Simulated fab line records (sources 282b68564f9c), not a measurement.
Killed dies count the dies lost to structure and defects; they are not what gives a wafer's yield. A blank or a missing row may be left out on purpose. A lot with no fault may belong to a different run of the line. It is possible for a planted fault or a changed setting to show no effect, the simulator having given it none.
fab line records	flow ritCmos
record lots=6	wafers=18	lastDay=7
route steps=202 shown M1@184
lots that met no fault: taken from a fault-free run of the same line
startH: start of the lot's first displayed wafer, in hours after the record's first day	waitH: time in hours since the lot's previous step	" identical to the entry in the row above	L1.1+2: a row that stands for several wafers	- no value, or no start was given	* or withheld: withheld	< > ~ a bound
route shown NAME@n: NAME is a module with steps in the file, n the number in the route of the first one	usual: mean/standard deviation taken from wafers without a fault	same: alike in all rows	chamber/n: place in a boat	sites: the reading at each site	_std_site: their standard deviation	_edge_site: the outer-site mean with the inner-site mean subtracted	radiusMm: for every site, how far away it sits from the centre of the wafer	mask NAME#n: copy n	behind: the most recent tool/chamber to have shaped the wafer	hold: why the lot went on hold/how many hours it stayed there/how the hold came to an end	device: the transistor (n, p or np) that didn't switch	end of line: tests of these same wafers at the route's end	where a step has no rows: the recipe by itself	killed: the dies lost at the first sort to structure and to defects; this is not the yield of the wafer	map: the dies of a wafer, with x for killed, . for not killed, _ for no die there
set.NAME: the setting that was run; set.NAME@STEP: the one run at that earlier step	model.NAME: the simulator's own value behind a step, which no gauge read
a table for each step, a row for each wafer; lots at some steps of the route
services: a tool's chamber out of use, with start hour (startH, from the record's first day; less than 0 if before it), hours out, and reason
## steps
# step RIT_M1_SPUTTER_00
# recipe material=Al	targetThkNm=400	powerW=2000	chamberPressurePa=0.4	gas=Ar	timeS=500	substrateTempC=25
# usual cathodeDcPowerW=2000.0/0.31	throttleValvePct=29.4/1
lot.wafer	tool	chamber	startH	waitH	cathodeDcPowerW	throttleValvePct
L913.3	pvdSputter-04	-	52.43	0.0	2000.2	28.0
L913.4	"	-	"	"	1999.8	29.1
L913.6	"	-	"	"	2000.3	31.5
L921.3	pvdSputter-04	-	93.89	0.0	2000.1	29.3
L921.4	"	-	"	"	2000.6	29.1
L921.6	"	-	"	"	1999.5	29.3
L927.2	pvdSputter-04	-	122.82	0.0	2000.1	29.0
L927.5	"	-	"	"	1999.5	29.4
L927.6	"	-	"	"	1999.9	28.2
L928.2	pvdSputter-01	-	127.31	0.0	1999.8	29.5
L928.3	"	-	"	"	1999.6	28.2
L928.5	"	-	"	"	2000.3	30.1
L930.4	pvdSputter-01	-	139.15	0.0	2000.2	29.8
L930.5	"	-	"	"	2000.1	29.5
L930.6	"	-	"	"	1999.9	27.8
L933.3	pvdSputter-04	-	154.56	0.0	1999.7	29.1
L933.5	"	-	"	"	2000.1	31.2
L933.6	"	-	"	"	2000.0	29.0
# step RIT_M1_RS_MEAS_01
# recipe thkMeasGauge=four-point-probe	reads=Al_of_M1_SPUTTER_00
# usual M1_AL_RS=0.0734/0.00065
lot.wafer	tool	chamber	startH	waitH	M1_AL_RS[ohm/sq]
L913.3	filmMetro-03	-	52.77	0.2	0.0743
L913.4	"	-	"	"	0.0737
L913.6	"	-	"	"	0.0732
L921.3	filmMetro-03	-	94.22	0.2	0.0726
L921.4	"	-	"	"	0.0725
L921.6	"	-	"	"	0.0726
L927.2	filmMetro-01	-	123.14	0.2	0.0735
L927.5	"	-	"	"	0.0734
L927.6	"	-	"	"	0.0744
L928.2	filmMetro-02	-	127.62	0.2	0.0732
L928.3	"	-	"	"	0.0725
L928.5	"	-	"	"	0.0729
L930.4	filmMetro-02	-	139.50	0.2	0.0742
L930.5	"	-	"	"	0.0736
L930.6	"	-	"	"	0.0727
L933.3	filmMetro-01	-	154.89	0.2	0.0727
L933.5	"	-	"	"	0.0730
L933.6	"	-	"	"	0.0722
# step RIT_M1_THK_MEAS_02
# recipe thkMeasGauge=xrf	reads=Al_of_M1_SPUTTER_00
# usual M1_AL_THK=408/3.8
lot.wafer	tool	chamber	startH	waitH	M1_AL_THK[nm]
L913.3	filmMetro-03	-	52.87	0.1	402
L913.4	"	-	"	"	406
L913.6	"	-	"	"	409
L921.3	filmMetro-03	-	94.32	0.1	413
L921.4	"	-	"	"	414
L921.6	"	-	"	"	415
L927.2	filmMetro-01	-	123.25	0.1	405
L927.5	"	-	"	"	408
L927.6	"	-	"	"	402
L928.2	filmMetro-02	-	127.73	0.1	410
L928.3	"	-	"	"	409
L928.5	"	-	"	"	408
L930.4	filmMetro-02	-	139.59	0.1	403
L930.5	"	-	"	"	407
L930.6	"	-	"	"	410
L933.3	filmMetro-01	-	154.99	0.1	411
L933.5	"	-	"	"	407
L933.6	"	-	"	"	413
# step RIT_M1_HMDS_03
# recipe primeTimeS=60	primeTempC=140
# step RIT_M1_COAT_04
# recipe resist=NOVOLAK	spinRpm=2000	resistThkNm=1300
# step RIT_M1_SOFTBAKE_05
# recipe resist=NOVOLAK	tempC=90	timeS=60
# step RIT_M1_EXPOSE_06
# recipe maskId=M12	na=0.6	sourceShape=conventional	sigmaOuter=0.5	targetCdNm=2600	doseMj=250
# step RIT_M1_PEB_07
# recipe resist=NOVOLAK	tempC=withheld	timeS=withheld
# step RIT_M1_DEVELOP_08
# recipe resist=NOVOLAK	developTimeS=68.88	devTempC=23
# step RIT_M1_CD_MEAS_09
# recipe targetCdNm=2600
# usual cdNm=2600.8/2.1
lot.wafer	tool	chamber	startH	waitH	cdNm
L913.3	cdSem-02	-	53.95	-	2601.2
L913.4	"	-	"	"	2600.3
L913.6	"	-	"	"	2599.6
L921.3	cdSem-01	-	95.44	-	2600.9
L921.4	"	-	"	"	2601.7
L921.6	"	-	"	"	2602.1
L927.2	cdSem-01	-	124.32	-	2600.2
L927.5	"	-	"	"	2597.7
L927.6	"	-	"	"	2599.1
L928.2	cdSem-01	-	128.92	-	2603.5
L928.3	"	-	"	"	2599.0
L928.5	"	-	"	"	2600.6
L930.4	cdSem-02	-	140.56	-	2601.8
L930.5	"	-	"	"	2602.2
L930.6	"	-	"	"	2603.2
L933.3	cdSem-01	-	156.08	-	2600.8
L933.5	"	-	"	"	2601.4
L933.6	"	-	"	"	2600.3
# step RIT_M1_OVL_MEAS_10
# usual M1_OVL=-0.1/1.4
lot.wafer	tool	chamber	startH	waitH	M1_OVL[nm]
L913.3	overlay-02	-	54.04	0.1	-1.6
L913.4	"	-	"	"	-0.3
L913.6	"	-	"	"	-1.7
L921.3	overlay-01	-	95.53	0.1	-2.7
L921.4	"	-	"	"	-2.7
L921.6	"	-	"	"	-0.1
L927.2	overlay-01	-	124.43	0.1	0.7
L927.5	"	-	"	"	1.3
L927.6	"	-	"	"	-0.6
L928.2	overlay-01	-	129.02	0.1	2.4
L928.3	"	-	"	"	-0.1
L928.5	"	-	"	"	-1.0
L930.4	overlay-01	-	140.64	0.1	1.1
L930.5	"	-	"	"	1.4
L930.6	"	-	"	"	-2.1
L933.3	overlay-01	-	156.17	0.1	0.7
L933.5	"	-	"	"	2.1
L933.6	"	-	"	"	2.8
# step RIT_M1_HARDBAKE_11
# recipe resist=NOVOLAK	tempC=140	timeS=120
# step RIT_M1_METAL_ETCH_12
# recipe stopOn=SiO2	chemistry=Cl2/BCl3	target=Al	timeS=165	overEtchFrac=0.5	pressureMtorr=100	targetDepthA=6000	rfW=250	Cl2_flow_sccm=60	bcl3FlowSccm=50
# usual drypumpMotorCurrentA=5.5/0.48	heBacksideLeakSccm=3.35/0.23	oesProductAu=0.776/0.014	runLengthS=193.4/0.72	throttleValvePct=8.22/0.096
lot.wafer	tool	chamber	startH	waitH	drypumpMotorCurrentA	heBacksideLeakSccm	oesProductAu	rfHoursCounterH	runLengthS	throttleValvePct	model.NOVOLAK_of_M1_COAT_04.thkNm	model.M1.featureDepthNm	model.etch.depthNm
L913.3	rieMetal-04	0	54.37	0.2	5.8	3.23	0.764	-	192.8	8.19	804.7	428.4	395.6
L913.4	"	1	"	"	5.3	3.16	0.774	-	194.0	8.31	806.5	431.3	398.4
L913.6	"	1	"	"	5.4	3.26	0.785	-	194.0	8.31	810.7	433.2	400.4
L921.3	rieMetal-01	1	95.99	0.2	5.1	3.35	0.814	-	193.0	8.37	817.9	434.5	403.1
L921.4	"	0	"	"	5.8	3.52	0.779	-	193.0	8.14	823.4	436.2	405.2
L921.6	"	1	"	"	5.0	3.29	0.804	-	193.5	8.38	819.9	435.1	403.6
L927.2	rieMetal-01	1	124.71	0.2	5.0	3.48	0.797	5	193.0	8.38	815.6	430.5	398.3
L927.5	"	0	"	"	5.8	3.56	0.985	-	127.1	8.11	949.8	350	350
L927.6	"	1	"	"	5.0	3.48	0.789	-	193.0	8.38	819.1	425.4	393.4
L928.2	rieMetal-04	1	129.30	0.2	5.4	3.03	0.774	38	193.7	8.32	803.5	433.2	400.3
L928.3	"	1	"	"	5.3	3.39	0.774	-	193.9	8.32	803	436.6	403.7
L928.5	"	1	"	"	5.4	3.24	0.778	-	193.7	8.31	807.1	434.9	402.1
L930.4	rieMetal-01	1	140.96	0.1	5.0	3.35	0.792	-	193.2	8.38	816.3	427.4	395.6
L930.5	"	1	"	"	5.1	3.38	0.801	-	193.3	8.37	815.6	430.8	398.8
L930.6	"	0	"	"	5.8	3.35	0.979	-	127.3	8.10	949.8	347.1	347.1
L933.3	rieMetal-04	0	156.55	0.2	5.8	3.42	0.769	-	192.6	8.19	808.6	435.8	403
L933.5	"	1	"	"	5.3	3.23	0.783	-	193.7	8.32	805.8	433.7	401.1
L933.6	"	0	"	"	5.7	3.32	0.775	-	192.9	8.20	798.1	438.9	405.8
# step RIT_M1_STRIP_13
# recipe chemistry=nmp	resist=NOVOLAK	tempC=80	timeS=600	dry=n2Spin
# step RIT_M1_STRIP_14
# recipe chemistry=O2	timeS=180	platenTempC=withheld	powerW=500	pressureMtorr=4000	o2FlowSccm=4000
# usual drypumpMotorCurrentA=5.4/0.62
lot.wafer	tool	chamber	startH	waitH	drypumpMotorCurrentA	rfHoursCounterH
L913.3	plasmaAsher-02	1	54.71	0.1	5.5	-
L913.4	"	0	"	"	4.7	-
L913.6	"	0	"	"	4.7	-
L921.3	plasmaAsher-02	0	96.33	0.1	4.7	-
L921.4	"	1	"	"	5.5	-
L921.6	"	1	"	"	5.5	-
L927.2	plasmaAsher-04	1	125.05	0.0	4.9	52
L927.5	"	1	"	"	4.9	-
L927.6	"	0	"	"	6.3	-
L928.2	plasmaAsher-04	1	129.67	0.0	4.8	52
L928.3	"	1	"	"	4.8	-
L928.5	"	0	"	"	6.3	-
L930.4	plasmaAsher-02	0	141.30	0.1	4.7	-
L930.5	"	0	"	"	4.7	-
L930.6	"	1	"	"	5.5	-
L933.3	plasmaAsher-04	1	156.93	0.1	4.9	-
L933.5	"	0	"	"	6.3	-
L933.6	"	1	"	"	4.9	-
# step RIT_M1_CD_MEAS_90
# recipe targetCdNm=2600
# usual cdNm=2601.1/2.2
lot.wafer	tool	chamber	startH	waitH	cdNm
L913.3	cdSem-02	-	54.87	0.1	2598.1
L913.4	"	-	"	"	2599.8
L913.6	"	-	"	"	2598.3
L921.3	cdSem-02	-	96.49	0.1	2598.9
L921.4	"	-	"	"	2603.8
L921.6	"	-	"	"	2601.6
L927.2	cdSem-02	-	125.24	0.1	2602.5
L927.5	"	-	"	"	2608.1
L927.6	"	-	"	"	2602.1
L928.2	cdSem-01	-	129.87	0.1	2602.1
L928.3	"	-	"	"	2597.6
L928.5	"	-	"	"	2599.9
L930.4	cdSem-01	-	141.48	0.1	2604.0
L930.5	"	-	"	"	2603.0
L930.6	"	-	"	"	2612.2
L933.3	cdSem-01	-	157.08	0.1	2600.1
L933.5	"	-	"	"	2601.0
L933.6	"	-	"	"	2598.9
# step RIT_M1_ANNEAL_15
# recipe tempC=450	timeS=1828	ambient=forming_gas_H2N2
# step RIT_M1_PROBE_99
# usual defectLimitedYield=97.3/1.2	killed_at_M0_to_M3=0.0/0.083	killedAtFrontEnd=7/3.1	killedDies=7/3.1	killedOnRim=1.9/1.4	killedOpen=3.5/1.9	killedShort=3.6/2.1
# same grossDies=264	killed_at_M4_up=0	killedAtBackSide=0	killedAtContacts=0	killedAtOther=0
lot.wafer	tool	chamber	startH	waitH	defectLimitedYield[%]	killed_at_M0_to_M3	killedAtFrontEnd	killedDies	killedOnRim	killedOpen	killedShort	model.etest.tester.sortNPass	model.etest.tester.sortYieldPct	model.etest.tester.sort_bin_5_pct	model.etest.antennaContact.overLimit	model.etest.antennaM1.overLimit	model.etest.fieldPMetal.short	model.etest.ppolySal.short	model.etest.retroEdgePmos.overLimit
L913.3	prober-02	-	56.67	0.2	99.2	0	2	2	2	0	2	262	99.24	0.3788	0	0	0	0	0
L913.4	prober-02	-	56.72	0.2	96.6	0	9	9	3	7	2	255	96.59	2.273	0	0	0	0	0
L913.6	prober-02	-	56.82	0.2	96.6	0	9	9	2	5	4	255	96.59	1.894	0	0	0	0	0
L921.3	prober-02	-	98.29	0.2	97.7	0	6	6	2	3	3	258	97.73	1.515	0	0	0	0	0
L921.4	prober-02	-	98.34	0.2	98.1	0	5	5	1	3	2	259	98.11	1.136	0	0	0	0	0
L921.6	prober-02	-	98.44	0.2	96.2	0	10	10	1	5	5	254	96.21	1.515	0	0	0	0	0
L927.2	prober-02	-	127.01	0.1	95.8	0	11	11	4	7	4	253	95.83	3.03	0	0	0	0	0
L927.5	prober-02	-	127.16	0.2	0	255	9	264	70	6	3	0	0	98.48	1	1	1	1	1
L927.6	prober-02	-	127.21	0.2	95.5	0	12	12	5	7	5	252	95.45	3.788	0	0	0	0	0
L928.2	prober-01	-	133.98	0.1	94.7	0	14	14	4	7	7	210	79.55	2.273	0	0	0	0	0
L928.3	prober-01	-	134.03	0.2	96.2	0	10	10	2	5	5	254	96.21	1.894	0	0	0	0	0
L928.5	prober-01	-	134.13	0.2	98.1	0	5	5	1	1	4	259	98.11	1.515	0	0	0	0	0
L930.4	prober-01	-	143.59	0.2	97.3	0	7	7	1	3	4	257	97.35	0.7576	0	0	0	0	0
L930.5	prober-01	-	143.64	0.2	98.1	0	5	5	2	2	3	259	98.11	1.515	0	0	0	0	0
L930.6	prober-01	-	143.69	0.2	0	248	16	264	70	8	8	0	0	97.35	1	1	1	1	1
L933.3	prober-02	-	159.94	0.2	99.6	0	1	1	0	1	0	263	99.62	0.3788	0	0	0	0	0
L933.5	prober-02	-	160.04	0.2	98.1	0	5	5	1	2	3	259	98.11	1.136	0	0	0	0	0
L933.6	prober-02	-	160.09	0.2	98.5	0	4	4	1	2	2	260	98.48	1.136	0	0	0	0	0
# killed by level:class
L913.3 FOX2:geometricParticle:short=2
L913.4 SPACER:geometricParticle:open=3 FOX2:geometricParticle:open=2 SPACER:geometricParticle:short=2 FOX1:geometricParticle:open=1 GATE:geometricParticle:open=1
L913.6 GATE:geometricParticle:open=4 GATE:geometricParticle:short=2 FOX2:geometricParticle:short=1 SPACER:geometricParticle:open=1 SILICIDE:geometricParticle:short=1
L921.3 FOX1:geometricParticle:open=1 FOX1:geometricParticle:short=1 FOX2:geometricParticle:short=1 GATE:geometricParticle:open=1 REOX:geometricParticle:short=1 REOX:geometricParticle:open=1
L921.4 SPACER:geometricParticle:open=2 GATE:geometricParticle:open=1 GATE:geometricParticle:short=1 SPACER:geometricParticle:short=1
L921.6 GATE:geometricParticle:short=5 GATE:geometricParticle:open=2 REOX:geometricParticle:open=2 FOX1:geometricParticle:open=1
L927.2 GATE:geometricParticle:open=3 GATE:geometricParticle:short=2 SPACER:geometricParticle:open=2 FOX1:geometricParticle:short=1 FOX1:geometricParticle:open=1 FOX2:geometricParticle:open=1 SPACER:geometricParticle:short=1
L927.5 M1:areaEtch=255 GATE:geometricParticle:open=2 SPACER:geometricParticle:short=2 SILICIDE:geometricParticle:open=2 FOX1:geometricParticle:short=1 REOX:geometricParticle:open=1 SPACER:geometricParticle:open=1
L927.6 SPACER:geometricParticle:short=4 SPACER:geometricParticle:open=2 SILICIDE:geometricParticle:open=2 FOX1:geometricParticle:open=1 GATE:geometricParticle:open=1 REOX:geometricParticle:open=1 SILICIDE:geometricParticle:short=1
L928.2 GATE:geometricParticle:open=3 FOX2:geometricParticle:short=2 GATE:geometricParticle:short=2 SPACER:geometricParticle:short=2 FOX1:geometricParticle:open=1 REOX:geometricParticle:short=1 REOX:geometricParticle:open=1 SPACER:geometricParticle:open=1
L928.3 SILICIDE:geometricParticle:open=4 REOX:geometricParticle:short=2 SILICIDE:geometricParticle:short=2 GATE:geometricParticle:short=1 GATE:geometricParticle:open=1
L928.5 FOX1:geometricParticle:short=2 SPACER:geometricParticle:short=2 GATE:geometricParticle:open=1
L930.4 GATE:geometricParticle:open=2 GATE:geometricParticle:short=2 SILICIDE:geometricParticle:short=2 REOX:geometricParticle:open=1
L930.5 FOX1:geometricParticle:short=2 FOX1:geometricParticle:open=1 SPACER:geometricParticle:open=1 SILICIDE:geometricParticle:short=1
L930.6 M1:areaEtch=248 GATE:geometricParticle:open=5 GATE:geometricParticle:short=5 FOX1:geometricParticle:short=1 FOX1:geometricParticle:open=1 FOX2:geometricParticle:short=1 FOX2:geometricParticle:open=1 SPACER:geometricParticle:open=1
L933.3 FOX1:geometricParticle:open=1
L933.5 FOX1:geometricParticle:open=1 FOX2:geometricParticle:short=1 GATE:geometricParticle:short=1 GATE:geometricParticle:open=1 SPACER:geometricParticle:short=1
L933.6 GATE:geometricParticle:open=2 GATE:geometricParticle:short=1 REOX:geometricParticle:short=1
# map L927.5 (x killed, . not)
________xxxxxxx_______
_____xxxxxxxxxxxxx____
____xxxxxxxxxxxxxxx___
___xxxxxxxxxxxxxxxxx__
__xxxxxxxxxxxxxxxxxxx_
__xxxxxxxxxxxxxxxxxxx_
_xxxxxxxxxxxxxxxxxxxxx
_xxxxxxxxxxxxxxxxxxxxx
_xxxxxxxxxxxxxxxxxxxxx
_xxxxxxxxxxxxxxxxxxxxx
__xxxxxxxxxxxxxxxxxxx_
__xxxxxxxxxxxxxxxxxxx_
___xxxxxxxxxxxxxxxxx__
____xxxxxxxxxxxxxxx___
_____xxxxxxxxxxxxx____
________xxxxxxx_______
# map L930.6 (x killed, . not)
________xxxxxxx_______
_____xxxxxxxxxxxxx____
____xxxxxxxxxxxxxxx___
___xxxxxxxxxxxxxxxxx__
__xxxxxxxxxxxxxxxxxxx_
__xxxxxxxxxxxxxxxxxxx_
_xxxxxxxxxxxxxxxxxxxxx
_xxxxxxxxxxxxxxxxxxxxx
_xxxxxxxxxxxxxxxxxxxxx
_xxxxxxxxxxxxxxxxxxxxx
__xxxxxxxxxxxxxxxxxxx_
__xxxxxxxxxxxxxxxxxxx_
___xxxxxxxxxxxxxxxxx__
____xxxxxxxxxxxxxxx___
_____xxxxxxxxxxxxx____
________xxxxxxx_______
## services
tool	chamber	startH	hours	kind
rieMetal-04	-	48.02	0.1	repair
plasmaAsher-02	-	50.59	2.3	repair
plasmaAsher-02	-	77.20	0.7	repair
plasmaAsher-02	-	78.69	1.6	repair
pvdSputter-04	-	82.54	0.5	repair
plasmaAsher-02	-	88.25	2.5	repair
pvdSputter-01	-	102.87	1.8	repair
pvdSputter-04	-	104.68	5.8	repair
rieMetal-04	-	136.12	20.0	pm
rieMetal-04	0	136.12	20.0	ventCycle
rieMetal-04	1	136.12	20.0	ventCycle
rieMetal-04	0	156.12	-	clean
rieMetal-04	1	156.12	-	clean
## key
firstSign step=RIT_M1_METAL_ETCH_12	reading=runLengthS	direction=down	sigmas=92	usual=*	struck=*
effect step=RIT_M1_METAL_ETCH_12	reading=oesProductAu	direction=up	sigmas=15	usual=0.776	struck=0.982
effect step=RIT_M1_CD_MEAS_90	reading=cdNm	direction=up	sigmas=4.1	usual=2601.1	struck=2610.1
effect step=RIT_M1_PROBE_99	reading=killed_at_M0_to_M3	direction=up	sigmas=99+	usual=0.0	struck=251.5
modelEffect step=RIT_M1_METAL_ETCH_12	value=NOVOLAK_of_M1_COAT_04.thkNm	without=822	struck=949.8
modelEffect step=RIT_M1_PROBE_99	value=etest.tester.sortNPass	without=251.5	struck=0
moreKillsBornAt RIT_M1_METAL_ETCH_12@rieMetal-01=503
metAt RIT_M1_METAL_ETCH_12
struckWafers L927.5,L930.6
laterRowsLeftOut L927.5,L930.6
onsetBetween 95.99 124.71
fault kind=processParameterDrift	tool=rieMetal-01	chamber=0	onsetH=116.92	steps=RIT_M1_METAL_ETCH_12	channel=timeS	offset=*	shape=step	endH=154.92	stated=*
# laterRowsLeftOut: the simulator's readings of these wafers behind a module that went badly wrong aren't trusted and aren't shown, but for the sort
